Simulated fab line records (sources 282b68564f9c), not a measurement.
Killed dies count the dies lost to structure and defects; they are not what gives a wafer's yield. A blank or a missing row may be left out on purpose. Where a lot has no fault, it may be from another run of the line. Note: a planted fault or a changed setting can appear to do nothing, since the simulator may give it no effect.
Matching of chambers -- flow rit cmos -- RIT_ACTIVE_ETCH_13 on rie diel-01 has 4 sister chambers
The step etches Si3N4 in SF6, stops on SiO2, time 210 s, target depth 210 nm. 14 wafers are shown with their chamber, then 7 later ones without.

WAFERS WITH THEIR CHAMBER
wafer,chamber,drypump motor current A (A),throttle valve pct (%),oes product au (a.u.)
L963.1,2,5.6,7.38,0.833
L963.4,3,5.8,7.40,0.799
L963.6,1,6.1,7.65,0.832
L967.1,0,5.1,7.44,0.820
L967.2,2,5.6,7.39,0.819
L967.6,3,5.8,7.40,0.792
L968.1,1,6.1,7.66,0.823
L968.5,0,5.1,7.46,0.833
L968.6,3,5.8,7.40,0.795
L969.1,0,5.1,7.44,0.814
L969.3,1,6.1,7.67,0.826
L969.6,2,5.6,7.36,0.827
L973.2,0,5.2,7.45,0.819
L973.3,3,5.8,7.39,0.789

SIGNATURES (means of the wafers above)
reading,chamber 0,chamber 1,chamber 2,chamber 3,scatter within a chamber
drypump motor current A,5.125,6.100,5.600,5.800,0.0274
throttle valve pct,7.4475,7.6600,7.3767,7.3975,0.0101
oes product au,0.82150,0.82700,0.82633,0.79375,0.00626
Rule: a wafer lies at a distance from a chamber equal to the root of the sum of squares, over the readings, of (its reading less the chamber's mean, divided by the reading's scatter). The wafer belongs to the nearest chamber; if the next one is less than 2 further off, it can't be placed. How the scatter is found: for the shown wafers, subtract from each reading the mean of its chamber, square and add these, divide the total by (wafers less chambers), then take the root.

WAFERS WHOSE CHAMBER IS MISSING
wafer,drypump motor current A (A),throttle valve pct (%),oes product au (a.u.)
L973.4,6.1,7.65,0.824
L979.1,5.8,7.40,0.796
L979.2,5.5,7.37,0.822
L979.5,5.5,7.38,0.822
L983.1,5.1,7.46,0.824
L983.2,5.8,7.39,0.801
L983.3,5.5,7.39,0.821

WHICH CHAMBER EACH ONE RAN IN
wafer,from the rows above,in truth
L973.4,1,1
L979.1,3,3
L979.2,2,2
L979.5,2,2
L983.1,0,0
L983.2,3,3
L983.3,2,2
Correctly placed: 7 of 7. From these rows, 0 cannot be placed. Wrongly placed: 0.
